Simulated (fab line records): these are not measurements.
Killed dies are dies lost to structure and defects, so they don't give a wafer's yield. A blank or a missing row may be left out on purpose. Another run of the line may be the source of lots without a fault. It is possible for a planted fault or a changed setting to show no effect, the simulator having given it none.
A struck lot beside a sound one | flow rit_cmos | 40 out of 202 route steps
Sound: the wafers L422.3, L422.4, L422.6. Wafers L434.2, L434.3, L434.5 were the ones struck. The cause comes at the end.
Order at every step that has rows: each side's tool, ch and its chambers, its first start. Under that, the readings that differ: sound wafers | struck wafers | difference of the means | sigmas: that difference in standard deviations of wafers without a fault.
alike: readings whose means differ by less than 2 such deviations, and words and numbers that are the same on both sides. not compared: withheld readings, readings that some wafer has no value for, bounds like >300 that may hide the same value, and numbers for which the record gives no deviation and whose values overlap.
A row with sigmas, a row that says differs or no value, or rows on one side alone: a step with any of these is where the two part. When numbers do not overlap yet have no deviation, they are printed without sigmas and do not part them. Lack of a reading on every wafer of one side parts them only where that side has two or more wafers.

RIT_ACTIVE_ETCH_13: etches Si3N4 in SF6, stops on SiO2, time 210 s, target depth 210 nm.
  sound on rie_diel-04 ch 0,3, day 1 19:52; struck on rie_diel-01 ch 1,2,3, day 4 08:14
  alike: SF6_flow_sccm, chamber_pressure_mTorr, drypump_motor_current_A, oes_product_au, throttle_valve_pct
  not compared: rf_hours_counter_h
RIT_ACTIVE_STRIP_14: strips in O2, time 180 s.
  sound on plasma_asher-01 ch 0,1, day 1 20:03; struck on plasma_asher-01 ch 0,1, day 4 08:22
  alike: drypump_motor_current_A, rf_refl_power_W
  not compared: rf_hours_counter_h
RIT_ACTIVE_CD_MEAS_90 targets a cd of 1400 nm.
  sound on cd_sem-02, day 1 20:13; struck on cd_sem-01, day 4 08:34
  alike: cd_nm
then, 4 steps without rows for these wafers: RIT_ACTIVE_CLEAN_15 (cleans in SC1, time 600 s); RIT_ACTIVE_CLEAN_16 (cleans in dHF, time 30 s); RIT_ACTIVE_CLEAN_17 (cleans in SC2, time 600 s); RIT_FOX1_OXIDATION_00 (target thk 350.7 nm, ox time 1130 s).
RIT_FOX1_THK_MEAS_01:
  sound on film_metro-02, day 1 22:01; struck on film_metro-04, day 4 10:22
  alike: FOX1_OXIDE_THK
then, 2 steps without rows for these wafers: RIT_FOX1_WET_ETCH_02 (etches SiO2 in BOE, target depth 350 nm, time 390 s); RIT_FOX2_OXIDATION_00 (target thk 350.7 nm, ox time 1130 s).
RIT_FOX2_THK_MEAS_01:
  sound on film_metro-02, day 1 23:30; struck on film_metro-04, day 4 11:52
  alike: FOX2_OXIDE_THK
then, 1 step without rows for these wafers: RIT_FOX2_CLEAN_02 (cleans in dHF, time 180 s).
RIT_FOX2_WET_ETCH_03: etches Si3N4 in H3PO4, target depth 195 nm, time 2700 s.
  sound on wet_bench-04 ch 1, day 1 23:36; struck on wet_bench-04 ch 1, day 4 11:59
  no value came back on the struck wafers for bath_guard_temp_C (C), bath_heat_duty_pct (%); on the sound wafers bath_guard_temp_C (C) reads 164.8 165.0 165.1
  reading                                       | sound             | struck            | difference | sigmas
  model.Si3N4_of_ACTIVE_CVD_03.thk_nm (nm)      | 0 0 0             | 128.6 128.9 129.7 | +129.1     |
  model.SiO2_of_FOX2_OXIDATION_00.thk_nm (nm)   | 324.1 322.1 324.2 | 338.6 344.3 336.7 | +16.4      |
  model.SiO2_of_ACTIVE_OXIDATION_01.thk_nm (nm) | 39.3 37.85 38.19  | 44.01 41.19 42.73 | +4.20      |
then, 6 steps without rows for these wafers: RIT_NWELL_HMDS_00 (prime time 61.01 s); RIT_NWELL_COAT_01 (resist thk 1300 nm); RIT_NWELL_SOFTBAKE_02 (time 60 s); RIT_NWELL_EXPOSE_03 (exposes mask M2, target cd 43900 nm); RIT_NWELL_PEB_04; RIT_NWELL_DEVELOP_05 (develop time 68 s).
RIT_NWELL_OVL_MEAS_06:
  sound on overlay-02, day 2 01:20; struck on overlay-02, day 4 13:43
  alike: NWELL_OVL
then, 2 steps without rows for these wafers: RIT_NWELL_HARDBAKE_07 (time 120 s); RIT_NWELL_IMPLANT_08.
RIT_NWELL_STRIP_09: strips in O2, time 180 s.
  sound on plasma_asher-01 ch 0,1, day 2 01:49; struck on plasma_asher-01 ch 0,1, day 4 14:09
  alike: drypump_motor_current_A, rf_refl_power_W
  not compared: rf_hours_counter_h
RIT_NWELL_TW_MEAS_10:
  sound on film_metro-04, day 2 01:58; struck on film_metro-03, day 4 14:20
  alike: NWELL_TW
then, 6 steps without rows for these wafers: RIT_PWELL_HMDS_00 (prime time 60 s); RIT_PWELL_COAT_01 (resist thk 1300 nm); RIT_PWELL_SOFTBAKE_02 (time 60 s); RIT_PWELL_EXPOSE_03 (exposes mask M3, target cd 43700 nm); RIT_PWELL_PEB_04; RIT_PWELL_DEVELOP_05 (develop time 68 s).
RIT_PWELL_OVL_MEAS_06:
  sound on overlay-01, day 2 02:53; struck on overlay-01, day 4 15:39
  alike: PWELL_OVL
then, 2 steps without rows for these wafers: RIT_PWELL_HARDBAKE_07 (time 120 s); RIT_PWELL_IMPLANT_08.
RIT_PWELL_STRIP_09: strips in O2, time 180 s.
  sound on plasma_asher-03 ch 0,1, day 2 03:22; struck on plasma_asher-03 ch 0, day 4 16:05
  alike: drypump_motor_current_A, rf_refl_power_W
  not compared: rf_hours_counter_h
RIT_PWELL_TW_MEAS_10:
  sound on film_metro-04, day 2 03:31; struck on film_metro-01, day 4 16:16
  alike: PWELL_TW
then, 4 steps without rows for these wafers: RIT_WELLDRIVE_ANNEAL_00 (time 14700 s); RIT_NRETRO_HMDS_00 (prime time 60 s); RIT_NRETRO_COAT_01 (resist thk 1300 nm); RIT_NRETRO_SOFTBAKE_02 (time 60 s).
RIT_GATE_CLEAN_04: cleans in dHF, time 60 s.
  sound on wet_bench-03 ch 3, day 2 13:00; struck on wet_bench-01 ch 2, day 5 01:16
  reading                                     | sound             | struck            | difference | sigmas
  model.SiO2_of_FOX2_OXIDATION_00.thk_nm (nm) | 256.1 253.9 256.1 | 269.3 275.2 267.2 | +15.2      |

== WHERE THEY PART ==
Only at RIT_FOX2_WET_ETCH_03, as far as this record shows. Later steps at which nothing parts them and some readings are alike: RIT_NWELL_OVL_MEAS_06, RIT_NWELL_STRIP_09, RIT_NWELL_TW_MEAS_10, RIT_PWELL_OVL_MEAS_06, RIT_PWELL_STRIP_09, RIT_PWELL_TW_MEAS_10.

WHY: whatever the simulator had introduced
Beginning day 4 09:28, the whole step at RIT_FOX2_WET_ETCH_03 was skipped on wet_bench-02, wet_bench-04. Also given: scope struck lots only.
